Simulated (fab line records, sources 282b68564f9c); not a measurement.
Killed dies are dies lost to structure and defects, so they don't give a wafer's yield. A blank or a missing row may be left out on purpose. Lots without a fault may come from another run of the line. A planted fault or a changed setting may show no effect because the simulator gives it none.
fab line records | flow rit_cmos
record lots=14 wafers=42 last_day=7
route steps=202 shown M1@196
lots that met no fault: from a run of the same line without faults
start_h: hours from the record's first day to the start of the lot's first wafer shown | wait_h: hours since the lot's step before | " the same as in the row above | L1.1+2: a row that stands for several wafers | - no value, or no start given | * or withheld: withheld | < > ~ a bound
route shown NAME@n: a module of which the file shows steps, and the number in the route of the first | usual: mean/standard deviation of fault-free wafers | same: alike in all rows | chamber/n: place in a boat | sites: the reading at each site | _std_site: their standard deviation | _edge_site: outer sites' mean less inner sites' | radius_mm: how far each site lies from the wafer's centre | mask NAME#n: copy n | behind: the tool/chamber that last shaped the wafer | hold: why the lot was held/for how many hours/how that ended | device: the transistor (n, p or np) that didn't switch | end of line: the same wafers' tests at the end of the route | a step without rows: its recipe alone | killed: dies lost to structure and defects at the first sort, not the wafer's yield | map: a wafer's dies, x killed, . not, _ none there
set.NAME: the setting as run; set.NAME@STEP: as run at that earlier step | model.NAME: the simulator's own value behind a step, which no gauge read
steps of the route over a sample of lots; a table a step, a row a wafer
services: from which hour (start_h, from the record's first day; less than 0 if before it) a tool's chamber was out of use, for how many hours, and why
## steps
# step RIT_M1_METAL_ETCH_12
# recipe stop_on=SiO2 chemistry=Cl2/BCl3 target=Al time_s=165 over_etch_frac=0.5 pressure_mtorr=100 target_depth_a=6000 rf_w=244.4 Cl2_flow_sccm=60 bcl3_flow_sccm=50
# usual drypump_motor_current_A=5.9/0.32 he_backside_leak_sccm=3.25/0.21 oes_product_au=0.767/0.0099 over_etch_frac=0.5/0 throttle_valve_pct=8.32/0.045
# same time_s=165
# columns lot.wafer tool chamber start_h wait_h drypump_motor_current_A he_backside_leak_sccm oes_product_au over_etch_frac rf_hours_counter_h throttle_valve_pct
L289.3 rie_metal-01 1 66.15 0.2 6.0 3.31 0.767 0.5 - 8.29
L289.5 " 1 " " 6.0 3.26 0.764 0.5 - 8.28
L289.6 " 0 " " 6.4 3.37 0.757 0.5 - 8.29
L291.1 rie_metal-04 0 75.26 0.2 5.5 3.75 0.774 0.5 38 8.38
L291.2 " 1 " " 5.9 3.29 0.769 0.5 34 8.34
L291.5 " 1 " " 5.9 3.27 0.773 0.5 - 8.32
L292.3 rie_metal-01 1 78.03 0.2 6.0 3.19 0.770 0.5 - 8.29
L292.4 " 0 " " 6.4 3.43 0.761 0.5 - 8.28
L292.6 " 0 " " 6.4 3.43 0.747 0.5 - 8.29
L293.2 rie_metal-03 1 85.21 0.2 5.5 3.10 0.767 0.5 3 8.29
L293.5 " 1 " " 5.6 2.99 0.772 0.5 - 8.26
L293.6 " 1 " " 5.5 3.00 0.761 0.5 - 8.29
L294.3 rie_metal-04 1 95.37 0.2 5.9 3.16 0.765 0.5 - 8.32
L294.5 " 0 " " 5.5 3.54 0.772 0.5 - 8.40
L294.6 " 1 " " 5.9 3.40 0.770 0.5 - 8.32
L296.1 rie_metal-03 1 103.66 0.2 5.5 3.06 0.759 0.5 4 8.26
L296.3 " 1 " " 5.5 3.04 0.767 0.5 - 8.27
L296.5 " 0 " " 5.7 3.34 0.771 0.5 - 8.37
L297.2 rie_metal-04 1 108.25 0.2 5.9 3.32 0.762 0.5 35 8.32
L297.4 " 1 " " 5.9 3.33 0.748 0.5 - 8.32
L297.5 " 1 " " 5.9 3.32 0.772 0.5 - 8.32
L299.1 rie_metal-03 0 127.09 0.2 5.7 3.02 0.790 0.5 4 8.37
L299.3 " 0 " " 5.7 3.04 0.774 0.5 - 8.36
L299.4 " 1 " " 5.6 3.07 0.758 0.5 - 8.26
L301.1 rie_metal-01 1 139.39 0.2 6.0 3.38 0.759 0.5 3 8.28
L301.3 " 0 " " 6.4 3.36 0.752 0.5 - 8.29
L301.5 " 1 " " 6.0 3.40 0.756 0.5 - 8.30
L302.1 rie_metal-03 1 148.89 0.2 5.6 3.08 0.761 0.5 4 8.27
L302.3 " 0 " " 5.7 3.29 0.777 0.5 - 8.36
L302.6 " 0 " " 5.7 3.16 0.775 0.5 - 8.38
L303.3 rie_metal-01 0 150.57 0.2 6.4 3.08 0.748 0.5 - 8.28
L303.4 " 1 " " 6.0 3.28 0.768 0.5 - 8.26
L303.6 " 1 " " 6.0 3.20 0.749 0.5 - 8.29
L305.1 rie_metal-04 1 164.33 0.2 5.9 3.20 0.762 0.5 0 8.32
L305.3 " 0 " " 5.5 3.67 0.781 0.5 - 8.40
L305.6 " 0 " " 5.5 3.68 0.784 0.5 - 8.40
L307.1 rie_metal-01 1 164.58 0.2 6.0 3.28 0.659 1.039 3 8.32
L307.4 " 1 " " 6.0 3.28 0.661 1.039 - 8.31
L307.6 " 1 " " 6.0 3.33 0.646 1.039 - 8.30
L308.2 rie_metal-01 1 175.20 0.2 6.0 3.18 0.664 1.039 3 8.31
L308.4 " 1 " " 6.0 3.34 0.655 1.039 - 8.30
L308.5 " 1 " " 6.0 3.33 0.664 1.039 - 8.32
# step RIT_M1_PROBE_99
# usual defect_limited_yield=97.3/1.1 killed_at_contacts=0.1/0.28 killed_at_front_end=7.1/2.8 killed_dies=7.1/2.9 killed_open=3.4/2 killed_short=3.6/2.1 sort_bin_3_pad_short=0.1/0.21 sort_bin_5_function=1.5/0.85 sort_bin_6_memory=1.0/0.65 sort_n_pass=256.9/2.9 sort_yield_pct=97.3/1.1
# same gross_dies=264 killed_at_M0_to_M3=0 killed_at_M4_up=0 killed_at_back_side=0 killed_at_other=0
# columns lot.wafer tool chamber start_h wait_h defect_limited_yield[%] killed_at_contacts killed_at_front_end killed_dies killed_open killed_short sort_bin_3_pad_short[%] sort_bin_5_function[%] sort_bin_6_memory[%] sort_n_pass sort_yield_pct[%]
L292.3 prober-01 - 80.33 0.2 99.2 0 2 2 2 0 0 0 0.8 262.0 99.2
L292.4 prober-01 - 80.38 0.2 97.7 0 6 6 3 3 0.4 1.5 0.4 258.0 97.7
L292.6 prober-01 - 80.48 0.2 95.8 0 11 11 4 7 0 1.9 2.3 253.0 95.8
L297.2 prober-02 - 110.55 0.1 98.1 0 5 5 1 2 0 0.8 1.1 259.0 98.1
L297.4 prober-02 - 110.65 0.2 98.9 0 3 3 1 0 0 0 1.1 261.0 98.9
L297.5 prober-02 - 110.70 0.2 97.0 0 8 8 3 5 0 2.7 0.4 256.0 97.0
L303.3 prober-02 - 152.87 0.2 97.7 0 6 6 1 5 0.4 1.1 0.8 258.0 97.7
L303.4 prober-02 - 152.92 0.2 95.8 0 11 11 5 5 0 3.8 0.4 253.0 95.8
L303.6 prober-02 - 153.02 0.2 97.0 0 8 8 6 1 0 1.9 1.1 256.0 97.0
L305.1 prober-02 - 166.60 0.1 98.5 0 4 4 4 0 0 1.5 0 260.0 98.5
L305.3 prober-02 - 166.70 0.2 97.7 0 6 6 2 4 0 0.8 1.5 258.0 97.7
L305.6 prober-02 - 166.85 0.2 98.5 0 4 4 2 2 0.4 0.8 0.4 260.0 98.5
L307.1 prober-01 - 168.10 0.1 98.5 0 4 4 3 1 0 1.1 0.4 260.0 98.5
L307.4 prober-01 - 168.25 0.2 97.3 0 7 7 3 4 0 2.3 0.4 257.0 97.3
L307.6 prober-01 - 168.35 0.2 97.7 0 6 6 2 4 0.4 0.8 1.1 258.0 97.7
L308.2 prober-02 - 177.50 0.1 95.8 0 11 11 7 4 0 3.0 1.1 253.0 95.8
L308.4 prober-02 - 177.60 0.2 96.6 0 9 9 3 6 0.4 1.9 1.1 255.0 96.6
L308.5 prober-02 - 177.65 0.2 95.8 0 11 11 6 5 0 1.9 2.3 253.0 95.8
# killed by level:class
L292.3 FOX1:geometric_particle:open=1 SPACER:geometric_particle:open=1
L292.4 GATE:geometric_particle:short=3 FOX1:geometric_particle:open=1 GATE:geometric_particle:open=1 SPACER:geometric_particle:open=1
L292.6 GATE:geometric_particle:short=6 GATE:geometric_particle:open=3 FOX1:geometric_particle:open=1 REOX:geometric_particle:short=1
L297.2 NRETRO:coat_microbubble_printed=2 GATE:geometric_particle:short=1 SILICIDE:geometric_particle:open=1 SILICIDE:geometric_particle:short=1
L297.4 NRETRO:coat_microbubble_printed=2 FOX2:geometric_particle:open=1
L297.5 GATE:geometric_particle:short=3 FOX1:geometric_particle:short=2 SPACER:geometric_particle:open=2 SILICIDE:geometric_particle:open=1
L303.3 GATE:geometric_particle:short=2 ACTIVE:geometric_particle:short=1 REOX:geometric_particle:open=1 REOX:geometric_particle:short=1 SILICIDE:geometric_particle:short=1
L303.4 REOX:geometric_particle:open=4 GATE:geometric_particle:short=2 REOX:geometric_particle:short=2 FOX2:geometric_particle:short=1 GATE:geometric_particle:open=1 PRETRO:coat_microbubble_printed=1
L303.6 GATE:geometric_particle:open=2 SILICIDE:geometric_particle:open=2 FOX1:geometric_particle:open=1 REOX:geometric_particle:open=1 SPACER:geometric_particle:short=1 PRETRO:coat_microbubble_printed=1
L305.1 FOX1:geometric_particle:open=2 GATE:geometric_particle:open=1 REOX:geometric_particle:open=1
L305.3 SILICIDE:geometric_particle:short=2 GATE:geometric_particle:open=1 GATE:geometric_particle:short=1 REOX:geometric_particle:short=1 SILICIDE:geometric_particle:open=1
L305.6 SILICIDE:geometric_particle:open=2 FOX1:geometric_particle:short=1 GATE:geometric_particle:short=1
L307.1 FOX1:geometric_particle:open=1 FOX2:geometric_particle:open=1 GATE:geometric_particle:short=1 GATE:geometric_particle:open=1
L307.4 GATE:geometric_particle:short=3 GATE:geometric_particle:open=2 SPACER:geometric_particle:short=1 SPACER:geometric_particle:open=1
L307.6 SILICIDE:geometric_particle:short=2 FOX1:geometric_particle:short=1 FOX2:geometric_particle:short=1 GATE:geometric_particle:open=1 REOX:geometric_particle:open=1
L308.2 GATE:geometric_particle:open=3 GATE:geometric_particle:short=3 SILICIDE:geometric_particle:open=3 FOX1:geometric_particle:open=1 FOX2:geometric_particle:short=1
L308.4 GATE:geometric_particle:short=4 GATE:geometric_particle:open=3 FOX2:geometric_particle:short=1 SPACER:geometric_particle:short=1
L308.5 GATE:geometric_particle:short=4 GATE:geometric_particle:open=3 SPACER:geometric_particle:open=2 FOX2:geometric_particle:open=1 SILICIDE:geometric_particle:short=1
## services
# columns tool chamber start_h hours kind
rie_metal-03 0 45.40 1.2 repair
rie_metal-03 - 61.91 0.9 repair
rie_metal-01 - 66.62 2.4 repair
rie_metal-03 - 67.29 2.8 pm
rie_metal-01 - 125.65 0.6 repair
rie_metal-04 - 136.12 20.0 pm
rie_metal-04 0 136.12 20.0 vent_cycle
rie_metal-04 1 136.12 20.0 vent_cycle
rie_metal-04 0 156.12 - clean
rie_metal-04 1 156.12 - clean
rie_metal-01 - 162.14 0.7 repair
rie_metal-03 - 166.53 1.4 pm
## key
first_sign step=RIT_M1_METAL_ETCH_12 reading=over_etch_frac direction=up sigmas=99+ usual=0.5 struck=1.039
effect step=RIT_M1_METAL_ETCH_12 reading=oes_product_au direction=down sigmas=11 usual=0.767 struck=0.658
met_at RIT_M1_METAL_ETCH_12
struck_lots L307,L308
onset_between 150.57 164.58
fault kind=process_parameter_drift tool=rie_metal-01 chamber=- onset_h=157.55 steps=RIT_M1_METAL_ETCH_12 channel=over_etch_frac offset=0.53898 shape=step end_h=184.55 stated=0.5
